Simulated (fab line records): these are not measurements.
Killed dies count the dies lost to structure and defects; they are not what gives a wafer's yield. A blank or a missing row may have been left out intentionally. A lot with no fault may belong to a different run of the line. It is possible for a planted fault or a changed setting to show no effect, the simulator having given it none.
Comparing a struck lot with a sound one || flow rit_cmos || 42 out of 202 route steps
Sound: these wafers, L709.4, L709.5, L709.6. Struck: wafers L727.1, L727.2, L727.3. The cause is given at the end.
Order at every step that has rows: each side's tool, ch and its chambers, its first start. Under that, the readings that differ: sound wafers || struck wafers || difference of the means || sigmas: that difference in standard deviations of wafers without a fault.
alike: a reading whose means differ by less than 2 such deviations, as well as words and numbers matching on both sides. not compared: withheld readings; readings where some wafer has no value; bounds like >300 that might hide an equal value; numbers whose values overlap and for which the record gives no deviation.
Wherever a step has rows on one side only, a row that says differs or no value, or a row with sigmas, the two part there. Numbers that have no deviation but don't overlap get no sigmas and don't part them. A reading that every wafer of one side lacks parts them only if that side has two wafers or more.

first, 1 step without rows for these wafers: RIT_PRETRO_IMPLANT_08.
RIT_PRETRO_STRIP_09: strips in O2, time 180 s.
  sound on plasma_asher-01 ch 0,1, day 3 05:29; struck on plasma_asher-04 ch 0,1, day 6 18:34
  alike: drypump_motor_current_A
  not compared: rf_hours_counter_h
RIT_PRETRO_TW_MEAS_10:
  sound on film_metro-02, day 3 05:38; struck on film_metro-04, day 6 18:44
  alike: PRETRO_TW
then, 5 steps without rows for these wafers: RIT_GATE_WET_ETCH_00 (etches SiO2 in BOE, target depth 56 nm, time 60 s); RIT_GATE_CLEAN_01 (cleans in SC1, time 600 s); RIT_GATE_CLEAN_02 (cleans in dHF, time 30 s); RIT_GATE_CLEAN_03 (cleans in SC2, time 600 s); RIT_GATE_CLEAN_04 (cleans in dHF, time 60 s).
RIT_FOX2_THK_MEAS_91:
  sound on film_metro-01, day 3 06:07; struck on film_metro-02, day 6 19:13
  alike: FIELD_OXIDE_LEFT_2_THK
then, 2 steps without rows for these wafers: RIT_GATE_OXIDATION_05 (target thk 3 nm, ox time 270 s); RIT_GATE_ANNEAL_06 (time 600 s).
RIT_GATE_THK_MEAS_07:
  sound on film_metro-01, day 3 12:31; struck on film_metro-02, day 7 00:13
{"reading": "GATE_OXIDE_THK (nm)", "sound": "2.87 2.87 2.99", "struck": "3.05 3.09 3.06", "difference": "+0.16", "sigmas": "+3"}
RIT_GATE_CVD_08: deposits poly-Si from SiH4, target thk 250 nm, time 2220 s.
  sound on lpcvd-01 ch 1, day 3 13:42; struck on lpcvd-01 ch 0, day 7 00:16
{"reading": "pressure_mtorr (mTorr)", "sound": "299.9 299.4 298.6", "struck": "450.5 450.1 449.5", "difference": "+150.7", "sigmas": "+99 or more"}
{"reading": "model.poly-Si_of_GATE_CVD_08.thk_nm (nm)", "sound": "251.9 250.3 249.6", "struck": "309 309.8 309.9", "difference": "+59", "sigmas": ""}
  alike: sih4_flow_sccm
RIT_GATE_THK_MEAS_09:
  sound on film_metro-02, day 3 15:21; struck on film_metro-04, day 7 02:07
{"reading": "GATE_POLY_THK (nm)", "sound": "251.9 250.3 249.7", "struck": "309.0 309.7 309.8", "difference": "+58.9", "sigmas": "+24"}
  not compared: hold
then, 5 steps without rows for these wafers: RIT_GATE_COAT_11 (resist thk 850 nm); RIT_GATE_SOFTBAKE_12 (time 60 s); RIT_GATE_EXPOSE_13 (exposes mask M6, target cd 150 nm); RIT_GATE_PEB_14; RIT_GATE_DEVELOP_15 (develop time 50 s).
RIT_GATE_CD_MEAS_16: the cd target is 150 nm.
  sound on cd_sem-02, day 3 16:37; struck on cd_sem-01, day 7 05:59
{"reading": "cd_nm (nm)", "sound": "145 146 147", "struck": "156 152 152", "difference": "+7", "sigmas": "+2"}
RIT_GATE_OVL_MEAS_17:
  sound on overlay-02, day 3 16:42; struck on overlay-02, day 7 06:06
  alike: GATE_OVL
then, 1 step without rows for these wafers: RIT_GATE_HARDBAKE_18 (time 60 s).
RIT_GATE_ETCH_19: etches poly-Si in SF6/CHF3/O2, stops on SiO2, time 165 s, target depth 312.5 nm.
  sound on rie_si-01 ch 2,3, day 3 16:57; struck on rie_si-01 ch 0,1,2, day 7 06:29
{"reading": "oes_product_au (a.u.)", "sound": "0.837 0.857 0.832", "struck": "0.986 0.992 0.972", "difference": "+0.141", "sigmas": "+13"}
{"reading": "model.GATE.feature_depth_nm (nm)", "sound": "251.9 250.4 249.6", "struck": "309 309.8 309.9", "difference": "+59", "sigmas": ""}
{"reading": "model.etch.depth_nm (nm)", "sound": "251.9 250.3 249.6", "struck": "309 309.8 309.9", "difference": "+59", "sigmas": ""}
  alike: drypump_motor_current_A, throttle_valve_pct
  not compared: rf_hours_counter_h
RIT_GATE_STRIP_20: strips in O2, time 180 s.
  sound on plasma_asher-02 ch 0,1, day 3 17:07; struck on plasma_asher-03 ch 0,1, day 7 06:35
  alike: drypump_motor_current_A
  not compared: rf_hours_counter_h
RIT_GATE_CD_MEAS_90: the cd target is 150 nm.
  sound on cd_sem-02, day 3 17:17; struck on cd_sem-01, day 7 06:46
{"reading": "cd_nm (nm)", "sound": "145 145 147", "struck": "155 152 152", "difference": "+7", "sigmas": "+2"}
then, 4 steps without rows for these wafers: RIT_REOX_CLEAN_00 (cleans in SC1, time 600 s); RIT_REOX_CLEAN_01 (cleans in dHF, time 30 s); RIT_REOX_CLEAN_02 (cleans in SC2, time 600 s); RIT_REOX_OXIDATION_03 (target thk 25.2 nm, ox time 5580 s).
RIT_REOX_THK_MEAS_04:
  sound on film_metro-02, day 3 20:19; struck on film_metro-02, day 7 10:31
{"reading": "REOX_OXIDE_THK (nm)", "sound": "25.2 24.8 24.7", "struck": "25.8 26.1 25.9", "difference": "+1.0", "sigmas": "+2"}
then, 6 steps without rows for these wafers: RIT_NLDD_HMDS_00 (prime time 60 s); RIT_NLDD_COAT_01 (resist thk 1000 nm); RIT_NLDD_SOFTBAKE_02 (time 60 s); RIT_NLDD_EXPOSE_03 (exposes mask M7, target cd 40700 nm); RIT_NLDD_PEB_04; RIT_NLDD_DEVELOP_05 (develop time 50 s).
RIT_NLDD_OVL_MEAS_06:
  sound on overlay-01, day 3 21:13; struck on overlay-01, day 7 11:37
  alike: NLDD_OVL
then, 2 steps without rows for these wafers: RIT_NLDD_HARDBAKE_07 (time 60 s); RIT_NLDD_IMPLANT_08.
RIT_NLDD_STRIP_09: strips in O2, time 180 s.
  sound on plasma_asher-01 ch 0,1, day 3 21:35; struck on plasma_asher-04 ch 0,1, day 7 11:57
  alike: drypump_motor_current_A
  not compared: rf_hours_counter_h
RIT_NLDD_TW_MEAS_10:
  sound on film_metro-03, day 3 21:44; struck on film_metro-01, day 7 12:08
{"reading": "NLDD_TW", "sound": "2539 2523 2535", "struck": "2461 2466 2467", "difference": -68, "sigmas": -2}
RIT_SDANNEAL_CLEAN_02: cleans in SC2, time 600 s.
  sound on wet_bench-01 ch 2, day 4 05:49; struck on wet_bench-03 ch 1, day 7 23:34
{"reading": "model.poly-Si_of_GATE_CVD_08.thk_nm (nm)", "sound": "167.1 164.4 162.9", "struck": "222.6 221.9 222.1", "difference": "+57.4", "sigmas": ""}

== WHERE THEY PART ==
Earliest at RIT_GATE_THK_MEAS_07; latest, in this record, at RIT_NLDD_TW_MEAS_10.

WHY: what the simulator had put in
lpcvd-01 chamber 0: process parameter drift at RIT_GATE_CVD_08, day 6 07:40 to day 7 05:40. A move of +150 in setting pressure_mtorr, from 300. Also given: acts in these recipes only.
